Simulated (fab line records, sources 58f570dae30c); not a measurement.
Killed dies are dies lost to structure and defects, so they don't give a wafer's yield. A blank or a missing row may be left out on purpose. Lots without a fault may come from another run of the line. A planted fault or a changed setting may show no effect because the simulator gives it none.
fab line records | flow berkeley_cmos170
record lots=7 wafers=21 last_day=10
route steps=331 shown M2@280 V2@292
lots that met no fault: from a run of the same line without faults
start_h: hours from the record's first day to the start of the lot's first wafer shown | wait_h: hours since the lot's step before | " the same as in the row above | L1.1+2: a row that stands for several wafers | - no value, or no start given | * or withheld: withheld | < > ~ a bound
route shown NAME@n: a module of which the file shows steps, and the number in the route of the first | usual: mean/standard deviation of fault-free wafers | same: alike in all rows | chamber/n: place in a boat | sites: the reading at each site | _std_site: their standard deviation | _edge_site: outer sites' mean less inner sites' | radius_mm: how far each site lies from the wafer's centre | mask NAME#n: copy n | behind: the tool/chamber that last shaped the wafer | hold: why the lot was held/for how many hours/how that ended | device: the transistor (n, p or np) that didn't switch | end of line: the same wafers' tests at the end of the route | a step without rows: its recipe alone | killed: dies lost to structure and defects at the first sort, not the wafer's yield | map: a wafer's dies, x killed, . not, _ none there
set.NAME: the setting as run; set.NAME@STEP: as run at that earlier step | model.NAME: the simulator's own value behind a step, which no gauge read
lots at some steps of the route; a table a step, a row a wafer
services: from which hour (start_h, from the record's first day; less than 0 if before it) a tool's chamber was out of use, for how many hours, and why
## steps
# step UCB170_M2_COAT_09
# recipe resist=BARC temp_c=withheld time_s=withheld spin_rpm=3000 resist_thk_nm=withheld
# step UCB170_M2_COAT_10
# recipe resist=KrF spin_rpm=1500 resist_thk_nm=900
# step UCB170_M2_SOFTBAKE_11
# recipe resist=KrF temp_c=130 time_s=60
# step UCB170_M2_EXPOSE_12
# recipe mask_id=METAL2 target_cd_nm=700 na=0.5 sigma_outer=0.6 source_shape=conventional dose_mj=26
# step UCB170_M2_PEB_13
# recipe peb_temp_c=130 peb_time_s=withheld resist=KrF
# step UCB170_M2_DEVELOP_14
# recipe developer=TMAH develop_time_s=45 resist=KrF dev_temp_c=21
# step UCB170_M2_CD_MEAS_15
# recipe target_cd_nm=700
# usual cd_nm=700.3/1.2
# columns lot.wafer tool chamber start_h wait_h cd_nm
L421.2 cd_sem-01 - 153.54 - 700.6
L421.4 " - " " 699.5
L421.6 " - " " 699.4
L427.2 cd_sem-02 - 195.50 - 697.5
L427.4 " - " " 698.4
L427.5 " - " " 697.8
L430.1 cd_sem-02 - 209.47 - 700.7
L430.2 " - " " 701.2
L430.6 " - " " 699.4
L435.1 cd_sem-02 - 238.75 - 699.7
L435.4 " - " " 701.0
L435.6 " - " " 699.4
L437.1 cd_sem-02 - 239.02 - 701.1
L437.4 " - " " 700.9
L437.6 " - " " 701.9
L436.3 cd_sem-02 - 242.72 - 703.5
L436.4 " - " " 701.9
L436.6 " - " " 702.6
L440.1 cd_sem-01 - 243.09 - 701.5
L440.3 " - " " 702.5
L440.4 " - " " 702.1
# step UCB170_M2_OVL_MEAS_16
# usual M2_OVL=-1/5.6
# columns lot.wafer tool chamber start_h wait_h M2_OVL[nm]
L421.2 overlay-01 - 153.65 0.1 -6
L421.4 " - " " -3
L421.6 " - " " -2
L427.2 overlay-01 - 195.61 0.1 -3
L427.4 " - " " 6
L427.5 " - " " -4
L430.1 overlay-01 - 209.59 0.1 -3
L430.2 " - " " -8
L430.6 " - " " -4
L435.1 overlay-01 - 238.87 0.1 -3
L435.4 " - " " 8
L435.6 " - " " 6
L437.1 overlay-01 - 239.14 0.1 7
L437.4 " - " " -2
L437.6 " - " " -2
L436.3 overlay-02 - 242.81 0.1 -5
L436.4 " - " " -8
L436.6 " - " " -7
L440.1 overlay-01 - 243.21 0.1 -5
L440.3 " - " " -5
L440.4 " - " " -10
# step UCB170_M2_ETCH_17
# recipe chemistry=N2/H2 target_depth_a=withheld overetch_a=withheld target=BARC time_s=withheld source_w=500 bias_w=100 pressure_mtorr=30 n2_flow_sccm=100 h2_flow_sccm=200
# usual chamber_pressure_mTorr=29.996/0.027 drypump_motor_current_A=5.6/0.43 oes_product_au=1.004/0.02 throttle_valve_pct=13.34/0.23
# columns lot.wafer tool chamber start_h wait_h chamber_pressure_mTorr drypump_motor_current_A oes_product_au throttle_valve_pct
L421.2 rie_diel-01 2 153.68 0.0 29.960 5.7 1.008 13.47
L421.4 " 1 " " 29.949 5.8 1.035 13.20
L421.6 " 1 " " 29.995 5.8 1.033 13.21
L427.2 rie_diel-01 1 195.64 0.0 30.035 5.7 1.037 13.21
L427.4 " 2 " " 30.016 5.6 1.010 13.47
L427.5 " 0 " " 29.987 6.4 1.006 13.63
L430.1 rie_diel-03 0 209.63 0.0 29.973 5.9 0.980 12.91
L430.2 " 2 " " 30.015 6.0 0.994 13.62
L430.6 " 1 " " 30.003 5.4 0.992 13.48
L435.1 rie_diel-03 1 238.90 0.0 29.978 5.4 0.987 13.48
L435.4 " 2 " " 29.984 6.1 0.988 13.61
L435.6 " 2 " " 30.031 6.1 0.999 13.59
L437.1 rie_diel-04 2 239.18 0.0 30.005 5.2 0.976 13.07
L437.4 " 1 " " 30.037 5.3 0.981 13.42
L437.6 " 1 " " 29.954 5.3 0.976 13.41
L436.3 rie_diel-03 1 242.84 0.0 30.036 5.4 0.970 13.49
L436.4 " 0 " " 30.028 5.9 0.976 12.91
L436.6 " 2 " " 29.979 6.0 0.984 13.61
L440.1 rie_diel-01 1 243.24 0.0 30.018 5.8 1.035 13.21
L440.3 " 2 " " 29.988 5.7 1.013 13.48
L440.4 " 0 " " 30.024 6.3 0.998 13.63
# step UCB170_M2_METAL_ETCH_18
# recipe chemistry=Cl2/BCl3 target=Al stop_on=SiO2 pressure_mtorr=12 target_depth_a=11700 over_etch_frac=0.3 time_s=195 icp_w=600 bias_w=120 Cl2_flow_sccm=90 bcl3_flow_sccm=45
# usual chamber_pressure_mTorr=11.999/0.011 drypump_motor_current_A=5.8/0.34 oes_product_au=0.848/0.012 throttle_valve_pct=24.42/0.19
# columns lot.wafer tool chamber start_h wait_h chamber_pressure_mTorr drypump_motor_current_A oes_product_au rf_hours_counter_h throttle_valve_pct
L421.2 rie_metal-03 0 153.72 - 12.003 6.3 0.840 7 24.58
L421.4 " 1 " " 11.992 5.7 0.844 - 24.33
L421.6 " 1 " " 11.993 5.7 0.847 - 24.34
L427.2 rie_metal-03 0 195.68 - 11.992 6.3 0.843 8 24.57
L427.4 " 0 " " 11.993 6.4 0.851 - 24.59
L427.5 " 1 " " 12.001 5.7 0.834 - 24.34
L430.1 rie_metal-04 0 209.67 - 12.006 5.3 0.861 0 24.60
L430.2 " 1 " " 12.004 5.6 0.880 9 24.55
L430.6 " 1 " " 11.997 5.6 0.883 - 24.53
L435.1 rie_metal-02 0 238.95 - 11.976 5.6 0.854 7 24.51
L435.4 " 0 " " 12.002 5.6 0.858 - 24.52
L435.6 " 0 " " 11.998 5.5 0.857 - 24.50
L437.1 rie_metal-03 1 239.22 - 11.995 5.7 0.824 12 24.34
L437.4 " 1 " " 12.003 5.7 0.836 - 24.35
L437.6 " 0 " " 12.006 6.3 0.842 - 24.58
L436.3 rie_metal-04 0 242.94 - 12.000 5.3 0.853 - 24.59
L436.4 " 1 " " 12.007 5.6 0.872 - 24.54
L436.6 " 1 " " 12.006 5.6 0.873 - 24.55
L440.1 rie_metal-02 0 243.29 - 12.003 5.5 0.841 7 24.51
L440.3 " 0 " " 11.997 5.5 0.846 - 24.52
L440.4 " 0 " " 12.010 5.5 0.844 - 24.51
# step UCB170_M2_STRIP_19
# recipe chemistry=O2 power_w=400 pressure_mtorr=3500 platen_temp_c=withheld o2_flow_sccm=400 overash_fraction=0.5
# usual chamber_pressure_mTorr=3500/3.1 drypump_motor_current_A=6.0/0.54 oes_product_au=0.537/0.015
# columns lot.wafer tool chamber start_h wait_h chamber_pressure_mTorr drypump_motor_current_A oes_product_au rf_hours_counter_h
L421.2 plasma_asher-04 0 153.91 0.1 3498 6.6 0.551 48
L421.4 " 1 " " 3501 6.5 0.533 -
L421.6 " 1 " " 3500 6.5 0.527 -
L427.2 plasma_asher-02 0 195.87 0.1 3498 5.6 0.567 6
L427.4 " 1 " " 3495 6.4 0.563 -
L427.5 " 1 " " 3500 6.4 0.542 -
L430.1 plasma_asher-04 1 209.86 0.1 3501 6.5 0.537 53
L430.2 " 0 " " 3497 6.6 0.499 53
L430.6 " 0 " " 3500 6.5 0.505 -
L435.1 plasma_asher-04 1 239.32 0.3 3499 6.5 0.517 57
L435.4 " 1 " " 3500 6.5 0.532 -
L435.6 " 1 " " 3503 6.6 0.542 -
L437.1 plasma_asher-02 0 239.41 0.1 3499 5.6 0.541 11
L437.4 " 0 " " 3498 5.6 0.541 -
L437.6 " 0 " " 3500 5.6 0.567 -
L436.3 plasma_asher-02 1 243.10 0.1 3499 6.4 0.538 -
L436.4 " 0 " " 3501 5.5 0.497 -
L436.6 " 1 " " 3497 6.4 0.493 -
L440.1 plasma_asher-04 0 243.66 0.3 3493 6.6 0.535 58
L440.3 " 0 " " 3498 6.5 0.535 -
L440.4 " 1 " " 3503 6.6 0.538 -
# step UCB170_M2_CD_MEAS_90
# recipe target_cd_nm=700
# usual cd_nm=702/3.6
# columns lot.wafer tool chamber start_h wait_h cd_nm
L421.2 cd_sem-02 - 154.03 0.1 703
L421.4 " - " " 692
L421.6 " - " " 694
L427.2 cd_sem-01 - 195.99 0.1 703
L427.4 " - " " 705
L427.5 " - " " 700
L430.1 cd_sem-02 - 209.96 0.1 706
L430.2 " - " " 700
L430.6 " - " " 700
L435.1 cd_sem-01 - 239.50 0.1 698
L435.4 " - " " 698
L435.6 " - " " 701
L437.1 cd_sem-02 - 239.54 0.1 694
L437.4 " - " " 692
L437.6 " - " " 703
L436.3 cd_sem-02 - 243.21 0.1 706
L436.4 " - " " 704
L436.6 " - " " 703
L440.1 cd_sem-01 - 243.76 0.1 706
L440.3 " - " " 701
L440.4 " - " " 704
# step UCB170_V2_CVD_00
# recipe material=SiO2 target_thk_nm=2000 temp_c=390 precursor=TEOS/O2 time_s=250 rf_w=550 pressure_mtorr=9000
# usual heater_power_w=266/45 pressure_mtorr=9001/18
# columns lot.wafer tool chamber start_h wait_h heater_power_w pressure_mtorr
L421.2 pecvd-03 1 154.13 0.1 223 8987
L421.4 " 0 " " 340 9015
L421.6 " 2 " " 304 9023
L427.2 pecvd-01 2 196.09 0.1 266 9022
L427.4 " 0 " " 320 9017
L427.5 " 1 " " 200 9004
L430.1 pecvd-04 1 210.08 0.1 291 9001
L430.2 " 0 " " 334 8983
L430.6 " 0 " " 258 8991
L435.1 pecvd-03 0 239.62 0.1 272 8980
L435.4 " 2 " " 306 9009
L435.6 " 1 " " 277 9002
L437.1 pecvd-01 2 239.66 0.1 - -
L437.4 " 1 " " - -
L437.6 " 0 " " - -
L436.3 pecvd-03 0 243.29 0.1 - -
L436.4 " 0 " " - -
L436.6 " 1 " " - -
L440.1 pecvd-04 2 243.88 0.1 - -
L440.3 " 0 " " - -
L440.4 " 2 " " - -
# step UCB170_V2_CMP_02
# recipe material=SiO2 down_force_psi=6 platen_rpm=60 pad_velocity_m_s=0.75398
# usual head_pressure_psi=6.001/0.013 motor_current_A=16.0/2
# columns lot.wafer tool chamber start_h wait_h head_pressure_psi motor_current_A
L421.4 cmp-02 3 154.40 0.1 5.988 17.1
L421.2 " 0 " " 5.994 15.8
L421.6 " 3 " " 5.994 15.9
L427.4 cmp-01 1 196.30 0.0 5.987 13.9
L427.2 " 0 " " 5.980 16.0
L427.5 " 1 " " 5.991 14.4
L430.2 cmp-02 0 210.34 0.1 6.000 15.7
L430.1 " 1 " " 6.005 13.7
L430.6 " 3 " " 5.996 17.6
L435.4 cmp-01 2 239.84 0.0 6.006 20.4
L435.1 " 1 " " 5.977 13.5
L435.6 " 2 " " 5.997 19.9
L437.4 cmp-02 1 239.88 0.0 5.987 13.7
L437.1 " 3 " " 5.987 16.4
L437.6 " 1 " " 6.015 14.1
L436.4 cmp-01 0 243.55 0.1 5.977 14.5
L436.3 " 2 " " 5.996 20.3
L436.6 " 3 " " 5.994 16.9
L440.4 cmp-02 0 244.10 0.0 5.999 15.1
L440.3 " 2 " " 6.017 14.7
L440.1 " 3 " " 6.009 17.2
# step UCB170_V2_BOW_MEAS_03
# recipe mode=bow
# usual V2_BOW=38/7.5
# columns lot.wafer tool chamber start_h wait_h V2_BOW[um]
L421.2 film_metro-04 - 154.67 0.2 40
L421.4 " - " " 46
L421.6 " - " " 36
L427.2 film_metro-02 - 196.62 0.1 56
L427.4 " - " " 48
L427.5 " - " " 36
L430.1 film_metro-03 - 210.59 0.1 39
L430.2 " - " " 35
L430.6 " - " " 39
L435.1 film_metro-04 - 240.14 0.1 51
L435.4 " - " " 43
L435.6 " - " " 39
L437.1 film_metro-03 - 240.18 0.2 18
L437.4 " - " " 15
L437.6 " - " " 6
L436.3 film_metro-03 - 243.84 0.1 22
L436.4 " - " " 17
L436.6 " - " " 24
L440.1 film_metro-04 - 244.40 0.1 13
L440.3 " - " " 15
L440.4 " - " " 10
# step UCB170_V2_CLEAN_05
# recipe chemistry=DIW
# step UCB170_V2_HMDS_06
# recipe prime_time_s=60 prime_temp_c=100
# step UCB170_V2_COAT_07
# recipe resist=KrF spin_rpm=1500 resist_thk_nm=900
# step UCB170_V2_SOFTBAKE_08
# recipe resist=KrF temp_c=130 time_s=60
# step UCB170_V2_EXPOSE_09
# recipe mask_id=VIA2 target_cd_nm=700 na=0.5 sigma_outer=0.6 source_shape=conventional dose_mj=37
# step UCB170_V2_PEB_10
# recipe peb_temp_c=130 peb_time_s=withheld resist=KrF
# step UCB170_V2_DEVELOP_11
# recipe developer=TMAH develop_time_s=45 resist=KrF dev_temp_c=21
# step UCB170_V2_CD_MEAS_12
# recipe target_cd_nm=700
# usual cd_nm=699.4/1.2
# columns lot.wafer tool chamber start_h wait_h cd_nm
L421.2 cd_sem-01 - 157.00 - 698.7
L421.4 " - " " 698.3
L421.6 " - " " 698.6
L427.2 cd_sem-02 - 197.97 - 699.4
L427.4 " - " " 699.7
L427.5 " - " " 699.7
L430.1 cd_sem-02 - 211.88 - 700.0
L430.2 " - " " 700.0
L430.6 " - " " 700.1
L435.1 cd_sem-01 - 241.70 - 700.9
L435.4 " - " " 701.0
L435.6 " - " " 701.8
L437.1 cd_sem-01 - 241.97 - 698.6
L437.4 " - " " 698.7
L437.6 " - " " 699.3
L436.3 cd_sem-02 - 246.53 - 700.0
L436.4 " - " " 699.9
L436.6 " - " " 700.5
L440.1 cd_sem-01 - 246.77 - 699.2
L440.3 " - " " 697.0
L440.4 " - " " 699.6
# step UCB170_V2_OVL_MEAS_13
# usual V2_OVL=-1/4.8
# columns lot.wafer tool chamber start_h wait_h V2_OVL[nm]
L421.2 overlay-01 - 157.10 0.1 0
L421.4 " - " " -1
L421.6 " - " " -3
L427.2 overlay-01 - 198.08 0.1 0
L427.4 " - " " -2
L427.5 " - " " -10
L430.1 overlay-02 - 212.00 0.1 4
L430.2 " - " " 6
L430.6 " - " " 7
L435.1 overlay-01 - 241.82 0.1 0
L435.4 " - " " -1
L435.6 " - " " 4
L437.1 overlay-02 - 242.09 0.1 -8
L437.4 " - " " -9
L437.6 " - " " -8
L436.3 overlay-02 - 246.63 0.1 1
L436.4 " - " " -2
L436.6 " - " " -2
L440.1 overlay-01 - 246.89 0.1 -3
L440.3 " - " " -4
L440.4 " - " " 2
# step UCB170_V2_ETCH_14
# recipe chemistry=CHF3/CF4/Ar target=SiO2 stop_on=Al CHF3_flow_sccm=45 cf4_flow_sccm=15 Ar_flow_sccm=150 pressure_mtorr=200 rf_w=700 target_depth_a=12500 over_etch_frac=0.25 time_s=291
# usual chamber_pressure_mTorr=200.00/0.19 drypump_motor_current_A=5.6/0.39 oes_product_au=0.877/0.012 throttle_valve_pct=6.88/0.13
# columns lot.wafer tool chamber start_h wait_h chamber_pressure_mTorr drypump_motor_current_A oes_product_au rf_hours_counter_h throttle_valve_pct model.etch.depth_nm model.V2.feature_depth_nm
L421.2 rie_diel-01 0 157.13 0.0 199.73 6.4 0.895 123 7.15 999.5 999.5
L421.4 " 2 " " 199.90 5.6 0.873 17 7.10 999.1 999.7
L421.6 " 0 " " 200.27 6.4 0.903 - 7.16 999.5 999.5
L427.2 rie_diel-02 1 198.11 0.0 199.84 5.5 0.872 18 6.86 1000 1000
L427.4 " 2 " " 199.75 5.8 0.883 127 6.69 1001 1002
L427.5 " 3 " " 200.33 5.5 0.887 - 6.88 1000 1000
L430.1 rie_diel-01 2 212.04 0.0 200.07 5.7 0.875 19 7.07 999.6 1000
L430.2 " 0 " " 199.83 6.3 0.900 125 7.15 999.3 999.3
L430.6 " 0 " " 199.96 6.4 0.904 - 7.16 999.2 999.2
L435.1 rie_diel-04 3 241.85 0.0 200.06 6.5 0.870 118 6.74 1002 1002
L435.4 " 2 " " 200.04 5.2 0.862 30 6.92 1002 1003
L435.6 " 3 " " 200.04 6.4 0.877 - 6.73 1002 1003
L437.1 rie_diel-02 3 242.13 0.0 200.07 5.5 0.370 20 6.86 0 -
L437.4 " 0 " " 199.75 5.2 0.361 108 6.86 0 -
L437.6 " 2 " " 199.56 5.8 0.382 - 6.67 0 0.603
L436.3 rie_diel-04 0 246.65 0.0 200.03 5.2 0.385 44 6.65 0 -
L436.4 " 2 " " 199.89 5.2 0.373 31 6.90 0 0.1618
L436.6 " 1 " " 200.10 5.3 0.372 - 6.93 0 -
L440.1 rie_diel-02 3 246.93 0.0 199.80 5.5 0.377 20 6.86 0 -
L440.3 " 0 " " 200.13 5.3 0.372 108 6.87 0 -
L440.4 " 2 " " 199.94 5.8 0.384 130 6.67 0 0.5941
# step UCB170_V2_STRIP_15
# recipe chemistry=O2 power_w=400 pressure_mtorr=3500 platen_temp_c=withheld o2_flow_sccm=400 overash_fraction=0.5
# usual chamber_pressure_mTorr=3500.4/3 drypump_motor_current_A=6.1/0.61 oes_product_au=0.722/0.0044 strip_time_to_endpoint_s=15.27/0.12
# columns lot.wafer tool chamber start_h wait_h chamber_pressure_mTorr drypump_motor_current_A oes_product_au rf_hours_counter_h strip_time_to_endpoint_s
L421.2 plasma_asher-02 0 157.31 0.1 3498.9 5.6 0.719 2 15.58
L421.4 " 0 " " 3499.9 5.5 0.724 - 15.32
L421.6 " 0 " " 3502.1 5.5 0.720 - 15.57
L427.2 plasma_asher-01 1 198.28 0.1 3502.3 4.7 0.725 43 15.20
L427.4 " 1 " " 3505.3 4.7 0.717 - 15.03
L427.5 " 0 " " 3502.3 5.9 0.728 - 15.19
L430.1 plasma_asher-04 1 212.22 0.1 3500.6 6.5 0.725 54 15.26
L430.2 " 0 " " 3502.3 6.6 0.719 54 15.50
L430.6 " 0 " " 3496.7 6.6 0.724 - 15.57
L435.1 plasma_asher-04 1 242.03 0.1 3499.3 6.5 0.727 57 15.18
L435.4 " 1 " " 3498.7 6.5 0.719 - 15.34
L435.6 " 1 " " 3503.4 6.5 0.724 - 15.16
L437.1 plasma_asher-02 1 242.31 0.1 3499.6 6.4 0.727 11 15.23
L437.4 " 0 " " 3501.9 5.5 0.721 - 15.33
L437.6 " 1 " " 3493.1 6.5 0.724 - 15.10
L436.3 plasma_asher-04 1 246.86 0.1 3503.0 6.5 0.713 - 15.20
L436.4 " 0 " " 3496.5 6.6 0.725 - 15.31
L436.6 " 0 " " 3504.9 6.6 0.720 - 15.19
L440.1 plasma_asher-02 1 247.10 0.1 3502.3 6.4 0.720 12 15.25
L440.3 " 1 " " 3502.7 6.5 0.729 - 15.40
L440.4 " 0 " " 3499.2 5.6 0.721 - 15.20
# step UCB170_V2_CD_MEAS_90
# recipe target_cd_nm=700
# usual cd_nm=699.3/1.4
# columns lot.wafer tool chamber start_h wait_h cd_nm
L421.2 cd_sem-02 - 157.43 0.1 698.0
L421.4 " - " " 698.9
L421.6 " - " " 698.2
L427.2 cd_sem-02 - 198.40 0.1 699.4
L427.4 " - " " 700.4
L427.5 " - " " 699.5
L430.1 cd_sem-02 - 212.32 0.1 699.8
L430.2 " - " " 698.5
L430.6 " - " " 698.2
L435.1 cd_sem-02 - 242.13 0.1 701.1
L435.4 " - " " 700.0
L435.6 " - " " 701.8
L437.1 cd_sem-01 - 242.41 0.1 -
L437.4 " - " " -
L437.6 " - " " -
L436.3 cd_sem-02 - 246.97 0.1 -
L436.4 " - " " -
L436.6 " - " " -
L440.1 cd_sem-01 - 247.20 0.1 -
L440.3 " - " " -
L440.4 " - " " -
## services
# columns tool chamber start_h hours kind
rie_diel-02 3 130.97 3.1 repair
plasma_asher-02 - 132.36 2.8 pm
pecvd-04 - 135.50 14.0 pm
cmp-01 - 139.14 5.6 pm
plasma_asher-04 - 142.12 0.9 repair
plasma_asher-02 - 149.18 1.8 repair
rie_diel-03 2 152.99 6.8 repair
pecvd-04 - 167.62 5.5 pm
cmp-02 - 175.47 0.7 repair
pecvd-04 1 180.23 3.8 repair
rie_diel-03 2 182.48 8.3 repair
plasma_asher-01 - 186.42 2.8 pm
rie_diel-04 - 191.08 0.2 repair
rie_diel-02 2 200.21 5.4 repair
pecvd-04 - 203.68 0.7 repair
cmp-02 - 205.72 0.9 repair
rie_diel-04 0 208.05 2.2 repair
rie_diel-03 0 212.00 7.6 repair
rie_diel-03 2 214.07 4.6 repair
rie_metal-03 - 223.71 0.4 repair
cmp-02 - 232.00 4.0 pm
pecvd-04 - 233.04 2.8 pm
pecvd-01 - 242.50 14.0 pm
pecvd-04 - 245.59 2.0 repair
## key
first_sign step=UCB170_V2_CVD_00 reading=tool_record direction=missing
effect step=UCB170_V2_BOW_MEAS_03 reading=V2_BOW direction=down sigmas=3.1 usual=38 struck=16
effect step=UCB170_V2_ETCH_14 reading=oes_product_au direction=down sigmas=42 usual=0.877 struck=0.375
effect step=UCB170_V2_CD_MEAS_90 reading=cd_nm direction=missing
model_effect step=UCB170_V2_ETCH_14 value=etch.depth_nm without=1001 struck=0
met_at UCB170_V2_CVD_00
struck_wafers L436.3,L436.4,L436.6,L437.1,L437.4,L437.6,L440.1,L440.3,L440.4
later_rows_left_out L436.3,L436.4,L436.6,L437.1,L437.4,L437.6,L440.1,L440.3,L440.4
sort_left_out L437.1,L437.4,L437.6
onset_between 239.62 239.66
fault kind=skipped_step_whole tool=pecvd-01,pecvd-03,pecvd-04 chamber=- onset_h=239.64 steps=UCB170_V2_CVD_00 scope=struck_lots_only
# sort_left_out: the simulated sort isn't trusted on such a fault, so these wafers' sort isn't shown, and their yield isn't known
# later_rows_left_out: the simulator's readings of these wafers behind a module that went badly wrong aren't trusted and aren't shown, but for the sort
